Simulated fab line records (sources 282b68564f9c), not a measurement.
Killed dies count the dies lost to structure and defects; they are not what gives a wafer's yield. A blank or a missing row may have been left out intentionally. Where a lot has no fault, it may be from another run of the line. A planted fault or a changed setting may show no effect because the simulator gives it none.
Lot-split experiment | flow rit-cmos | 5 lots, 23 wafers read, on a route of 202 steps

## THE SPLIT
At RIT_ACTIVE_COAT_06 (resist thk 1000 nm), the setting resist-thk-nm was moved away from the recipe's 1000 nm on 7 of the 23 wafers read, by +1.6% to +2.9%. For the rest of the wafers, this setting stayed at what the recipe calls for.

## FROM THE SPLIT TO THE READING: what the file shows between them, 4 steps
- RIT_ACTIVE_EXPOSE_08: exposes mask M1, target cd 1400 nm (also split here: dose-mj)
- RIT_ACTIVE_PEB_09
- RIT_ACTIVE_DEVELOP_10: develop time 50 s
- RIT_ACTIVE_CD_MEAS_11: target cd 1400 nm

## THE READING
NOVOLAK_of_ACTIVE_COAT_06.thk-nm (the simulator's own value, which no gauge read), in nm, at RIT_ACTIVE_HARDBAKE_12 (time 60 s). The file gives no usual value for it. Across the 16 wafers here that went through the recipe, the average is 884.0 nm and the standard deviation 2 nm.

wafer  | tool, chamber at the split | resist-thk-nm as run, nm | against the recipe | NOVOLAK_of_ACTIVE_COAT_06.thk-nm, nm | against lot-mates on the recipe
L078.1 | litho-track-01, 0          | 1000                     | recipe             | 879.3                                | -
L078.3 | litho-track-01, 0          | 1000                     | recipe             | 880.7                                | -
L078.5 | litho-track-01, 0          | 1000                     | recipe             | 881.7                                | -
L079.1 | litho-track-03, 0          | 1000                     | recipe             | 884.8                                | -
L079.3 | litho-track-03, 0          | 1020                     | +2.0%              | 900                                  | +15.5
L079.4 | litho-track-03, 0          | 1020                     | +2.0%              | 899.6                                | +15.1
L079.5 | litho-track-03, 0          | 1000                     | recipe             | 883.4                                | -
L079.6 | litho-track-03, 0          | 1000                     | recipe             | 885.2                                | -
L080.1 | litho-track-03, 0          | 1029                     | +2.9%              | 912.1                                | +26.9
L080.3 | litho-track-03, 0          | 1000                     | recipe             | 886.6                                | -
L080.4 | litho-track-03, 0          | 1029                     | +2.9%              | 912.5                                | +27.3
L080.5 | litho-track-03, 0          | 1000                     | recipe             | 883.3                                | -
L080.6 | litho-track-03, 0          | 1000                     | recipe             | 885.6                                | -
L082.1 | litho-track-03, 0          | 1000                     | recipe             | 886                                  | -
L082.2 | litho-track-03, 0          | 1016                     | +1.6%              | 899.9                                | +15.1
L082.4 | litho-track-03, 0          | 1016                     | +1.6%              | 896.2                                | +11.4
L082.5 | litho-track-03, 0          | 1000                     | recipe             | 883.6                                | -
L082.6 | litho-track-03, 0          | 1016                     | +1.6%              | 900.9                                | +16.1
L084.1 | litho-track-03, 0          | 1000                     | recipe             | 885.7                                | -
L084.3 | litho-track-03, 0          | 1000                     | recipe             | 885.7                                | -
L084.4 | litho-track-03, 0          | 1000                     | recipe             | 886.2                                | -
L084.5 | litho-track-03, 0          | 1000                     | recipe             | 883.2                                | -
L084.6 | litho-track-03, 0          | 1000                     | recipe             | 883.7                                | -

THE FIT
A straight line over all 23 wafers: NOVOLAK_of_ACTIVE_COAT_06.thk-nm changes by +9.23 nm for each +1% of resist-thk-nm; r = +0.98; the points scatter about the line by 2.2 nm.
The same after taking each lot's own level away (the mean of its wafers on the recipe; 23 wafers): +8.86 nm for each +1%; r = +0.99; scatter 1.5 nm.
That fit puts the effect of the largest move of resist-thk-nm on the reading at 26 nm.
Measured against the standard deviation above, the lots' own levels, which go from 880.57 to 885.17 nm, span 2.3 times it.
The two slopes agree, so the slope changes little with the lot-to-lot level.
Check: +25.2 nm against its lot-mates is what the line predicts for one of the wafers moved furthest among these (+2.9%) when that wafer is left out of the fit. It came out at +26.9 nm against them.

## OTHER SPLITS APPLIED TO THESE WAFERS
Other splits were also applied to these wafers ahead of the reading. Each is held against what the fit with the lots' levels taken away leaves over:
other split on the same wafers | wafers away from the commonest value | r with NOVOLAK_of_ACTIVE_COAT_06.thk-nm (lot level and that fit taken away)
RIT_ACTIVE_EXPOSE_08 dose-mj   | 8                                    | +0.27

## THE WHOLE CHAIN: every reading that the file lists as answering this split, in the file's order
step                   | what it does       | reading                                                                           | change (the file's fit)              | r (the file's)
RIT_ACTIVE_COAT_06     | resist thk 1000 nm | NOVOLAK_of_ACTIVE_COAT_06.thk-nm (the simulator's own value, which no gauge read) | +10.1 nm for each +1% of the setting | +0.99
RIT_ACTIVE_HARDBAKE_12 | time 60 s          | NOVOLAK_of_ACTIVE_COAT_06.thk-nm (the simulator's own value, which no gauge read) | +8.83 nm for each +1% of the setting | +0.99

## THE FILE'S OWN FIT
NOVOLAK_of_ACTIVE_COAT_06.thk-nm changes by +8.83 nm for each +1% of resist-thk-nm, r = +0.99.
